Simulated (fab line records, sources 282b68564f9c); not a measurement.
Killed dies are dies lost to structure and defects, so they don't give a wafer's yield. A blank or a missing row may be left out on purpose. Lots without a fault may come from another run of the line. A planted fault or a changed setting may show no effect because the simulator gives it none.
Which tool did it? | flow rit_cmos | 7 lots, 21 wafers sampled, at 3 steps of a route of 202

WHAT THE GAUGES READ, wafer by wafer
RIT_SILICIDE_RS_MEAS_02: measures by four-point-probe.
lot  | measured    | on            | SILICIDE_TI_RS (ohm/sq)
L787 | day 3 08:31 | film_metro-01 | 47.3 46.8 47.6
L789 | day 3 18:43 | film_metro-01 | 46.0 45.7 46.9
L799 | day 6 01:27 | film_metro-01 | 20.2 20.6 20.1
L802 | day 6 15:58 | film_metro-04 | 46.5 46.7 47.9
L805 | day 7 03:56 | film_metro-04 | 47.9 46.4 47.8
L807 | day 7 13:50 | film_metro-02 | 47.3 47.3 46.9
L809 | day 7 23:12 | film_metro-01 | 46.4 47.4 48.0

WHICH TOOL RAN EACH LOT (tool, then ch and the chambers of the sampled wafers, then the start)
lot  | RIT_PSD_STRIP_09                    | RIT_SILICIDE_SPUTTER_01
L787 | plasma_asher-03 ch 0,1, day 3 06:59 | pvd_sputter-03, day 3 08:21
L789 | plasma_asher-03 ch 0,1, day 3 17:25 | pvd_sputter-03, day 3 18:34
L799 | plasma_asher-03 ch 0,1, day 5 23:47 | pvd_sputter-04, day 6 00:58
L802 | plasma_asher-01 ch 0,1, day 6 14:38 | pvd_sputter-01, day 6 15:49
L805 | plasma_asher-03 ch 0, day 7 02:28   | pvd_sputter-03, day 7 03:47
L807 | plasma_asher-01 ch 0,1, day 7 12:31 | pvd_sputter-03, day 7 13:38
L809 | plasma_asher-01 ch 0,1, day 7 21:43 | pvd_sputter-04, day 7 23:03
- RIT_PSD_STRIP_09: strips in O2, time 180 s.
- RIT_SILICIDE_SPUTTER_01: material Ti, target thk 30 nm, time 240 s.

THE ANSWER, worked out from the rows above alone
Rule: what is usual is taken from the lots themselves. Put in order of their means at a reading, lots are off if they are a third of the lots or fewer, leave a main group of 4 or more, and stand apart from it by a gap of 3 or more times the standard deviation of the main group's means; of several such gaps the widest counts. A main group whose means are all the same, to the digits that the tables above print for the reading, isn't used. A lot without any number at a reading at which 4 lots or more have one is off too. The other lots that the step has rows for count as sound.
Off: L799, at RIT_SILICIDE_RS_MEAS_02 (SILICIDE_TI_RS). The main group: mean 47.0 ohm/sq, standard deviation 0.39.
A tool fits if, at a process step before that reading, it ran every lot that is off, and no sound lot after the first of them. The gauges at RIT_SILICIDE_RS_MEAS_02 are tried like those tools. None of those tried fits.

WHAT THE SIMULATOR HAD PUT IN
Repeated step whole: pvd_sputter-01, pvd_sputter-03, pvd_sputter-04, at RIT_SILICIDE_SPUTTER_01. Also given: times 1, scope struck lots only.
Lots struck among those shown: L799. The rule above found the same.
